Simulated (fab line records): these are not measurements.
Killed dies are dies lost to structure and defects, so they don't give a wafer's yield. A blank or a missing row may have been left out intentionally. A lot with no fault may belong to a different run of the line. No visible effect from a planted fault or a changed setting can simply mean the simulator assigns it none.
Commonality check across tools + flow berkeleyCmos170 + 11 lots, 39 wafers sampled

== WHY THIS WAS OPENED ==
2 of 11 lots carry a flag on the reading NWELL_NITRIDE_THK at UCB170_NWELL_THK_MEAS_05. No-fault wafers: 224.1 nm, standard deviation 2.1.
Rule: a lot gets a flag if all its wafers with a number sit over 4 standard deviations from that mean, or if no wafer of it has a number. The other lots count as sound.

| lot  | measured    | on           | NWELL_NITRIDE_THK (nm), wafer by wafer | flag    |
|------|-------------|--------------|----------------------------------------|---------|
| L318 | day 2 04:41 | filmMetro-01 | 221.9 224.7 223.3                      |         |
| L319 | day 2 13:52 | filmMetro-02 | 226.1 227.7 225.7                      |         |
| L320 | day 2 18:01 | filmMetro-02 | 224.2 225.4 225.5                      |         |
| L322 | day 3 01:01 | filmMetro-01 | 225.6 226.2 225.7                      |         |
| L327 | day 4 03:40 | filmMetro-03 | 252.9 251.5 253.6 252.4 251.7 253.6    | FLAGGED |
| L328 | day 4 03:40 | filmMetro-02 | 250.9 254.5 255.1 250.6 254.3 254.9    | FLAGGED |
| L331 | day 4 21:25 | filmMetro-03 | 225.7 222.1 223.0                      |         |
| L335 | day 5 22:55 | filmMetro-02 | 220.5 221.7 218.2                      |         |
| L336 | day 5 22:56 | filmMetro-01 | 222.4 225.4 224.2                      |         |
| L337 | day 6 09:26 | filmMetro-02 | 223.9 223.1 224.4                      |         |
| L338 | day 6 09:28 | filmMetro-03 | 218.4 218.9 219.5                      |         |
Average over the flagged lots: 253.0 nm; offset from the usual +28.9 nm, equal to +14 standard deviations.

== TOOL THAT RAN EACH LOT ==
The record keeps 1 process step preceding the reading, out of 331 steps on the route. Cell contents, in order: the tool; ch with the chambers the sampled wafers went through; the start.
| lot  | flag    | UCB170_NWELL_CVD_04        |
|------|---------|----------------------------|
| L318 |         | lpcvd-01 ch 0, day 2 02:45 |
| L319 |         | lpcvd-01 ch 0, day 2 11:55 |
| L320 |         | lpcvd-01 ch 0, day 2 16:04 |
| L322 |         | lpcvd-01 ch 1, day 2 23:05 |
| L327 | FLAGGED | lpcvd-01 ch 0, day 4 01:44 |
| L328 | FLAGGED | lpcvd-01 ch 1, day 4 01:44 |
| L331 |         | lpcvd-02 ch 1, day 4 18:31 |
| L335 |         | lpcvd-02 ch 1, day 5 20:59 |
| L336 |         | lpcvd-02 ch 1, day 5 20:59 |
| L337 |         | lpcvd-02 ch 0, day 6 07:31 |
| L338 |         | lpcvd-02 ch 0, day 6 07:31 |
These steps, and what they do:
- UCB170_NWELL_CVD_04: deposits Si3N4 from SiH2Cl2/NH3, target thk 224 nm, time 3360 s.
- UCB170_NWELL_THK_MEAS_05

== FLAGGED OVER TOTAL, TOOL BY TOOL (the gauges that took the reading come last) ==
| step                     | tool         | lots run | flagged | share of the flagged lots | sound lots run after its first flagged lot |
|--------------------------|--------------|----------|---------|---------------------------|--------------------------------------------|
| UCB170_NWELL_CVD_04      | lpcvd-01     | 6        | 2       | all                       | 0                                          |
| UCB170_NWELL_CVD_04      | lpcvd-02     | 5        | 0       | none                      | -                                          |
| UCB170_NWELL_THK_MEAS_05 | filmMetro-01 | 3        | 0       | none                      | -                                          |
| UCB170_NWELL_THK_MEAS_05 | filmMetro-02 | 5        | 1       | some                      | 2 (L335,L337)                              |
| UCB170_NWELL_THK_MEAS_05 | filmMetro-03 | 3        | 1       | some                      | 2 (L331,L338)                              |

== WHAT THE TABLE ALLOWS ==
All flagged lots share 1 row of the table, namely lpcvd-01 at UCB170_NWELL_CVD_04.
- lpcvd-01 at UCB170_NWELL_CVD_04 ran 6 lots, 2 of them flagged. Last sound lot L322 at day 2 23:05, first flagged lot L327 at day 4 01:44; a fault beginning in between fits. Its own readings lie more than 4 standard deviations out on every wafer of the flagged lots: sih2cl2FlowSccm.
Just one tool remains: lpcvd-01 at UCB170_NWELL_CVD_04.

== WHAT WAS PUT IN BY THE SIMULATOR ==
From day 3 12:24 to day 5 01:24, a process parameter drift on lpcvd-01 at UCB170_NWELL_CVD_04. Setting sih2cl2FlowSccm, moved by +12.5, from 25. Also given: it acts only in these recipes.
Lots struck among those shown: L327, L328. The rule given above showed the same thing.
